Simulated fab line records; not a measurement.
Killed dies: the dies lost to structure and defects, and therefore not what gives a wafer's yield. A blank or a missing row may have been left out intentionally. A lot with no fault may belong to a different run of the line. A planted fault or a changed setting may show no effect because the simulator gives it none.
Which tool did it? / flow berkeleyCmos170 / at 1 step of a route of 331, 10 lots with 30 wafers sampled

== WHAT EACH GAUGE READ, for each wafer ==
UCB170_SACOX_THK_MEAS_02.
lot=L972; measured=day 5 22:31; on=filmMetro-03; SACOX_OXIDE_THK (nm)=14.84 14.78 15.14
lot=L981; measured=day 8 07:32; on=filmMetro-01; SACOX_OXIDE_THK (nm)=15.33 15.28 15.41
lot=L983; measured=day 8 07:35; on=filmMetro-01; SACOX_OXIDE_THK (nm)=15.62 15.67 15.49
lot=L985; measured=day 8 22:09; on=filmMetro-04; SACOX_OXIDE_THK (nm)=14.28 14.09 14.03
lot=L986; measured=day 9 15:43; on=filmMetro-04; SACOX_OXIDE_THK (nm)=14.17 14.18 14.28
lot=L988; measured=day 9 15:43; on=filmMetro-03; SACOX_OXIDE_THK (nm)=14.61 14.70 14.67
lot=L995; measured=day 11 12:11; on=filmMetro-04; SACOX_OXIDE_THK (nm)=13.82 14.05 14.11
lot=L991; measured=day 11 12:15; on=filmMetro-04; SACOX_OXIDE_THK (nm)=14.24 14.42 14.31
lot=L994; measured=day 11 12:15; on=filmMetro-03; SACOX_OXIDE_THK (nm)=14.55 14.37 14.33
lot=L992; measured=day 11 12:19; on=filmMetro-03; SACOX_OXIDE_THK (nm)=14.69 14.78 14.64

== EACH LOT AND THE TOOL THAT RAN IT (in order: tool; ch and the chambers of the sampled wafers; start) ==
Record: no process step prior to these readings.

== THE ANSWER, worked out from the rows above alone ==
Rule: the lots themselves supply what counts as usual. The widest of any qualifying gaps counts: lots, ordered by their means at a reading, are off when they make up no more than a third of the lots, leave a main group of 4 or more, and stand apart from it by 3 or more times the standard deviation of that group's means. Not used: any main group whose means are identical at the precision the tables above print for the reading. Also off: a lot with no number at a reading for which 4 or more lots have one. Any other lot the step has rows for is counted as sound.
Across all readings shown, no lot is off: no conclusion can be drawn from this.

== WHAT HAD BEEN PUT IN BY THE SIMULATOR ==
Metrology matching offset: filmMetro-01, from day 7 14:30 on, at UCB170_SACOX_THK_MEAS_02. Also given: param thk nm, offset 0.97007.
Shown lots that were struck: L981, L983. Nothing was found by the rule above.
